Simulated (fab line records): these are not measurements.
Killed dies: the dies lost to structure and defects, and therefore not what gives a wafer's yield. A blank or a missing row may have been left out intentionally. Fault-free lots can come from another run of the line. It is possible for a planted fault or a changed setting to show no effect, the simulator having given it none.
Comparing a struck lot with a sound one + flow rit_cmos + 15 out of 202 route steps
Sound: these wafers, L258.3, L258.4, L258.5. Wafers struck: L263.2, L263.3, L263.6. The cause comes at the end.
Order at every step that has rows: each side's tool, ch and its chambers, its first start. Under that, the readings that differ: sound wafers + struck wafers + difference of the means + sigmas: that difference in standard deviations of wafers without a fault.
alike: a reading whose means differ by less than 2 such deviations, as well as words and numbers matching on both sides. not compared: withheld readings; readings where some wafer has no value; bounds like >300 that might hide an equal value; numbers whose values overlap and for which the record gives no deviation.
A row with sigmas, a row that says differs or no value, or rows on one side alone: a step with any of these is where the two part. When numbers do not overlap yet have no deviation, they are printed without sigmas and do not part them. Lack of a reading on every wafer of one side parts them only where that side has two or more wafers.

RIT_GATE_OVL_MEAS_17:
  struck on overlay-02, day 4 19:13; sound on overlay-02, day 3 18:06
  alike: GATE_OVL
then, 1 step without rows for these wafers: RIT_GATE_HARDBAKE_18 (time 60 s).
RIT_GATE_ETCH_19: etches poly-Si in SF6/CHF3/O2, stops on SiO2, time 165 s, target depth 312.5 nm.
  sound on rie_si-01 ch 1,2,3, day 3 18:16; struck on rie_si-01 ch 0,1,3, day 4 19:24
  alike: drypump_motor_current_A, oes_product_au, throttle_valve_pct
  not compared: rf_hours_counter_h
RIT_GATE_STRIP_20: strips in O2, time 180 s.
  sound on plasma_asher-04 ch 0,1, day 3 18:26; struck on plasma_asher-01 ch 0,1, day 4 19:30
| reading                     | sound       | struck      | difference | sigmas |
|-----------------------------|-------------|-------------|------------|--------|
| drypump_motor_current_A (A) | 5.4 5.0 5.0 | 6.2 5.8 6.2 | +0.9       | +3     |
  not compared: rf_hours_counter_h
RIT_GATE_CD_MEAS_90: target cd 150 nm.
  struck on cd_sem-01, day 4 19:42; sound on cd_sem-01, day 3 18:35
  alike: cd_nm
then, 4 steps without rows for these wafers: RIT_REOX_CLEAN_00 (cleans in SC1, time 600 s); RIT_REOX_CLEAN_01 (cleans in dHF, time 30 s); RIT_REOX_CLEAN_02 (cleans in SC2, time 600 s); RIT_REOX_OXIDATION_03 (target thk 25.2 nm, ox time 5580 s).
RIT_REOX_THK_MEAS_04:
  struck on film_metro-01, day 4 22:44; sound on film_metro-03, day 3 21:37
  alike: REOX_OXIDE_THK
then, 2 steps without rows for these wafers: RIT_NLDD_HMDS_00 (prime time 60 s); RIT_NLDD_COAT_01 (resist thk 1000 nm).
RIT_NLDD_SOFTBAKE_02: time 60 s.
  sound on litho_track-02 ch 0, day 3 22:00; struck on litho_track-04 ch 0, day 4 23:06
| reading                  | sound             | struck            | difference | sigmas |
|--------------------------|-------------------|-------------------|------------|--------|
| exhaust_pa (Pa)          | 43.6 42.7 44.1    | 45.9 45.3 45.5    | +2.1       | +2     |
| heater_power_total_W (W) | 34.58 34.57 34.64 | 34.99 34.94 34.89 | +0.34      | +7     |
| plate_temp_C (C)         | 89.98 89.90 90.08 | 90.71 90.68 90.60 | +0.68      | +6     |
  alike: chill_plate_temp_C
then, 1 step without rows for these wafers: RIT_NLDD_EXPOSE_03 (exposes mask M7, target cd 40700 nm).
RIT_M1_PROBE_99:
  rows exist in the record for the sound wafers here (prober-02, day 4 14:06), none for the struck ones

WHERE THEY PART
First at RIT_GATE_STRIP_20; last, within this record, at RIT_M1_PROBE_99.

WHY: what the simulator had put in
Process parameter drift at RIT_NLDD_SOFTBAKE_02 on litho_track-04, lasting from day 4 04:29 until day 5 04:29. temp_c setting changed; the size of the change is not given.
